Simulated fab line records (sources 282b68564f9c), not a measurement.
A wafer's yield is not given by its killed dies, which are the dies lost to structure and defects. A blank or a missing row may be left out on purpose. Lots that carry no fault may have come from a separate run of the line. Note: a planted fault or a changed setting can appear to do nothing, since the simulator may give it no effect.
Comparing a struck lot with a sound one ; flow ritCmos ; 43 steps out of a route of 202
Sound: wafers L721.2, L721.3, L721.6. The struck wafers were L730.1, L730.2, L730.5. The cause is named last.
For every step that has rows: the tool of each side, followed by ch and its chambers, followed by its first start. Under that, the readings that differ: sound wafers ; struck wafers ; difference of the means ; sigmas: that difference in standard deviations of wafers without a fault.
alike: a reading whose means differ by less than 2 such deviations, as well as words and numbers matching on both sides. not compared: withheld readings; readings where some wafer has no value; bounds like >300 that might hide an equal value; numbers whose values overlap and for which the record gives no deviation.
Wherever a step has rows on one side only, a row that says differs or no value, or a row with sigmas, the two part there. When numbers do not overlap yet have no deviation, they are printed without sigmas and do not part them. A reading that every wafer of one side lacks parts them only if that side has two wafers or more.

first, 6 steps without rows for these wafers: RIT_PRETRO_HMDS_00 (prime time 60 s); RIT_PRETRO_COAT_01 (resist thk 1300 nm); RIT_PRETRO_SOFTBAKE_02 (time 60 s); RIT_PRETRO_EXPOSE_03 (exposes mask M5, target cd 43700 nm); RIT_PRETRO_PEB_04; RIT_PRETRO_DEVELOP_05 (develop time 68 s).
RIT_PRETRO_OVL_MEAS_06:
  struck on overlay-02, day 5 01:40; sound on overlay-01, day 3 08:05
  alike: PRETRO_OVL
then, 2 steps without rows for these wafers: RIT_PRETRO_HARDBAKE_07 (time 120 s); RIT_PRETRO_IMPLANT_08.
RIT_PRETRO_STRIP_09: strips in O2, time 180 s.
  sound on plasmaAsher-02 ch 0,1, day 3 08:31; struck on plasmaAsher-02 ch 0,1, day 5 02:06
  alike: drypumpMotorCurrentA
  not compared: rfHoursCounterH
RIT_PRETRO_TW_MEAS_10:
  struck on filmMetro-03, day 5 02:17; sound on filmMetro-01, day 3 08:42
  alike: PRETRO_TW
then, 1 step without rows for these wafers: RIT_GATE_WET_ETCH_00 (etches SiO2 in BOE, target depth 56 nm, time 60 s).
RIT_GATE_CLEAN_01: cleans in SC1, time 600 s.
  sound on wetBench-02 ch 2, day 3 08:46; struck on wetBench-04 ch 2, day 5 02:22
reading;sound;struck;difference;sigmas
bathGuardTempC (C);75.1 75.1 75.3;76.2 76.4 76.3;+1.1;+2
then, 3 steps without rows for these wafers: RIT_GATE_CLEAN_02 (cleans in dHF, time 30 s); RIT_GATE_CLEAN_03 (cleans in SC2, time 600 s); RIT_GATE_CLEAN_04 (cleans in dHF, time 60 s).
RIT_FOX2_THK_MEAS_91:
  struck on filmMetro-01, day 5 02:46; sound on filmMetro-02, day 3 09:11
reading;sound;struck;difference;sigmas
FIELD_OXIDE_LEFT_2_THK (nm);274 276 266;255 256 259;-15;-2
then, 2 steps without rows for these wafers: RIT_GATE_OXIDATION_05 (target thk 3 nm, ox time 270 s); RIT_GATE_ANNEAL_06 (time 600 s).
RIT_GATE_THK_MEAS_07:
  struck on filmMetro-01, day 5 09:17; sound on filmMetro-03, day 3 15:00
  alike: GATE_OXIDE_THK
then, 1 step without rows for these wafers: RIT_GATE_CVD_08 (deposits poly-Si from SiH4, target thk 250 nm, time 2220 s).
RIT_GATE_THK_MEAS_09:
  struck on filmMetro-01, day 5 10:58; sound on filmMetro-02, day 3 17:20
  alike: GATE_POLY_THK
then, 6 steps without rows for these wafers: RIT_GATE_HMDS_10 (prime time 60 s); RIT_GATE_COAT_11 (resist thk 850 nm); RIT_GATE_SOFTBAKE_12 (time 60 s); RIT_GATE_EXPOSE_13 (exposes mask M6, target cd 150 nm); RIT_GATE_PEB_14; RIT_GATE_DEVELOP_15 (develop time 50 s).
RIT_GATE_CD_MEAS_16: the cd target is 150 nm.
  struck on cdSem-02, day 5 11:59; sound on cdSem-01, day 3 18:22
  alike: cdNm
RIT_GATE_OVL_MEAS_17:
  struck on overlay-01, day 5 12:07; sound on overlay-01, day 3 18:30
  alike: GATE_OVL
then, 1 step without rows for these wafers: RIT_GATE_HARDBAKE_18 (time 60 s).
RIT_GATE_ETCH_19: etches poly-Si in SF6/CHF3/O2, stops on SiO2, time 165 s, target depth 312.5 nm.
  sound on rieSi-02 ch 0,1, day 3 18:41; struck on rieSi-01 ch 1,3, day 5 12:18
  alike: drypumpMotorCurrentA, oesProductAu, throttleValvePct
  not compared: rfHoursCounterH
RIT_GATE_STRIP_20: strips in O2, time 180 s.
  sound on plasmaAsher-04 ch 0,1, day 3 18:47; struck on plasmaAsher-04 ch 0,1, day 5 12:25
  alike: drypumpMotorCurrentA
  not compared: rfHoursCounterH
RIT_GATE_CD_MEAS_90: the cd target is 150 nm.
  struck on cdSem-02, day 5 12:35; sound on cdSem-02, day 3 18:59
  alike: cdNm
then, 4 steps without rows for these wafers: RIT_REOX_CLEAN_00 (cleans in SC1, time 600 s); RIT_REOX_CLEAN_01 (cleans in dHF, time 30 s); RIT_REOX_CLEAN_02 (cleans in SC2, time 600 s); RIT_REOX_OXIDATION_03 (target thk 25.2 nm, ox time 5580 s).
RIT_REOX_THK_MEAS_04:
  struck on filmMetro-01, day 5 16:11; sound on filmMetro-04, day 3 22:29
  alike: REOX_OXIDE_THK
then, 3 steps without rows for these wafers: RIT_NLDD_HMDS_00 (prime time 60 s); RIT_NLDD_COAT_01 (resist thk 1000 nm); RIT_NLDD_SOFTBAKE_02 (time 60 s).
RIT_M1_PROBE_99:
  struck on prober-01, day 6 08:45; sound on prober-02, day 4 15:47
reading;sound;struck;difference;sigmas
hold;- - -;awaitDispo/2.1h/release awaitDispo/2.1h/release awaitDispo/2.1h/release;no value on the sound wafers;
killedAtFrontEnd;7 7 12;36 31 31;+24;+9
killedDies;7 7 13;36 31 31;+24;+8
  alike: killedAtContacts, killedOpen, killedShort

## WHERE THEY PART
First at RIT_GATE_CLEAN_01; last, within this record, at RIT_M1_PROBE_99.

WHY: what had been put in by the simulator
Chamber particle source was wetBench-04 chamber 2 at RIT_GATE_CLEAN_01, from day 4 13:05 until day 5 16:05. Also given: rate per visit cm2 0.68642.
